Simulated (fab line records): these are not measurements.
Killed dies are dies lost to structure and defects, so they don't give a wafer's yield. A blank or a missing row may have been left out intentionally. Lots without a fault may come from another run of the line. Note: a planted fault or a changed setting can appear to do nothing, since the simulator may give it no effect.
Tool commonality check + flow berkeley cmos170 + Lots sampled 13, wafers sampled 39

## WHAT PROMPTED THE OPENING
Flagged at UCB170_M1_CD_MEAS_09: reading cd nm, on 1 of 13 lots. No-fault wafers: 699.9 nm, standard deviation 1.4.
Rule: a lot is flagged when every wafer of it that has a number lies more than 4 standard deviations from that mean, or none has a number. As for the other lots, they are considered sound.

| lot  | measured     | on        | cd nm (nm), wafer by wafer | flag    |
|------|--------------|-----------|----------------------------|---------|
| L922 | day 8 20:32  | cd sem-02 | 698.4 697.9 698.9          |         |
| L921 | day 8 20:50  | cd sem-01 | 699.0 698.8 697.6          |         |
| L923 | day 8 22:31  | cd sem-01 | 700.1 699.4 699.4          |         |
| L924 | day 9 18:38  | cd sem-02 | 700.0 700.7 699.1          |         |
| L926 | day 9 21:59  | cd sem-01 | 701.3 700.3 701.3          |         |
| L927 | day 10 09:07 | cd sem-01 | 698.7 698.8 697.6          |         |
| L928 | day 10 10:07 | cd sem-02 | 698.7 699.3 698.9          |         |
| L929 | day 10 21:49 | cd sem-02 | 616.2 616.5 616.8          | FLAGGED |
| L932 | day 11 04:54 | cd sem-02 | 703.0 703.5 703.3          |         |
| L938 | day 12 14:12 | cd sem-02 | 700.6 701.0 701.5          |         |
| L939 | day 13 07:56 | cd sem-01 | 701.5 701.7 700.8          |         |
| L943 | day 13 08:11 | cd sem-01 | 701.4 699.7 699.7          |         |
| L942 | day 13 13:51 | cd sem-02 | 700.9 701.7 700.1          |         |
Average over the flagged lots: 616.5 nm; offset from the usual -83.4 nm, equal to -60 standard deviations.

## LOT BY LOT: THE TOOL USED
The record holds 1 process step before the reading, out of a route of 331 steps. Each cell gives the tool, then ch followed by the chambers the sampled wafers passed through, then the start.
| lot  | flag    | UCB170_M1_EXPOSE_06               |
|------|---------|-----------------------------------|
| L922 |         | krf scanner-02 ch 0, day 8 20:05  |
| L921 |         | krf scanner-02 ch 0, day 8 20:27  |
| L923 |         | krf scanner-01 ch 0, day 8 22:07  |
| L924 |         | krf scanner-02 ch 0, day 9 18:12  |
| L926 |         | krf scanner-01 ch 0, day 9 21:35  |
| L927 |         | krf scanner-01 ch 0, day 10 08:23 |
| L928 |         | krf scanner-02 ch 0, day 10 09:43 |
| L929 | FLAGGED | krf scanner-01 ch 0, day 10 21:25 |
| L932 |         | krf scanner-01 ch 0, day 11 04:31 |
| L938 |         | krf scanner-01 ch 0, day 12 13:49 |
| L939 |         | krf scanner-01 ch 0, day 13 07:07 |
| L943 |         | krf scanner-01 ch 0, day 13 07:25 |
| L942 |         | krf scanner-01 ch 0, day 13 13:28 |
What these steps do:
- UCB170_M1_EXPOSE_06: exposes mask METAL1, target cd 700 nm.
- UCB170_M1_CD_MEAS_09: target cd 700 nm.

## FLAGGED AGAINST TOTAL, ONE TOOL AT A TIME (gauges that did the reading follow at the end)
| step                 | tool           | lots run | flagged | share of the flagged lots | sound lots run after its first flagged lot |
|----------------------|----------------|----------|---------|---------------------------|--------------------------------------------|
| UCB170_M1_EXPOSE_06  | krf scanner-01 | 9        | 1       | all                       | 5 (L932,L938,L939,L943,L942)               |
| UCB170_M1_EXPOSE_06  | krf scanner-02 | 4        | 0       | none                      | -                                          |
| UCB170_M1_CD_MEAS_09 | cd sem-01      | 6        | 0       | none                      | -                                          |
| UCB170_M1_CD_MEAS_09 | cd sem-02      | 7        | 1       | all                       | 3 (L932,L938,L942)                         |

## THE TABLE: WHAT IT ALLOWS
krf scanner-01 at UCB170_M1_EXPOSE_06 and cd sem-02 at UCB170_M1_CD_MEAS_09 are the 2 rows of the table that ran each flagged lot.
- krf scanner-01 at UCB170_M1_EXPOSE_06: 1 of its 9 lots flagged. Sound lots ran on it after the first flagged one (L932, L938, L939, L943, L942), which a lasting fault on the whole tool wouldn't allow.
- cd sem-02 at UCB170_M1_CD_MEAS_09: 1 of its 7 lots flagged. Sound lots ran on it after the first flagged one (L932, L938, L942), which a lasting fault on the whole tool wouldn't allow.
Not one row of the table ran every flagged lot while running no sound lot after the first.

## WHAT THE SIMULATOR HAD PUT IN
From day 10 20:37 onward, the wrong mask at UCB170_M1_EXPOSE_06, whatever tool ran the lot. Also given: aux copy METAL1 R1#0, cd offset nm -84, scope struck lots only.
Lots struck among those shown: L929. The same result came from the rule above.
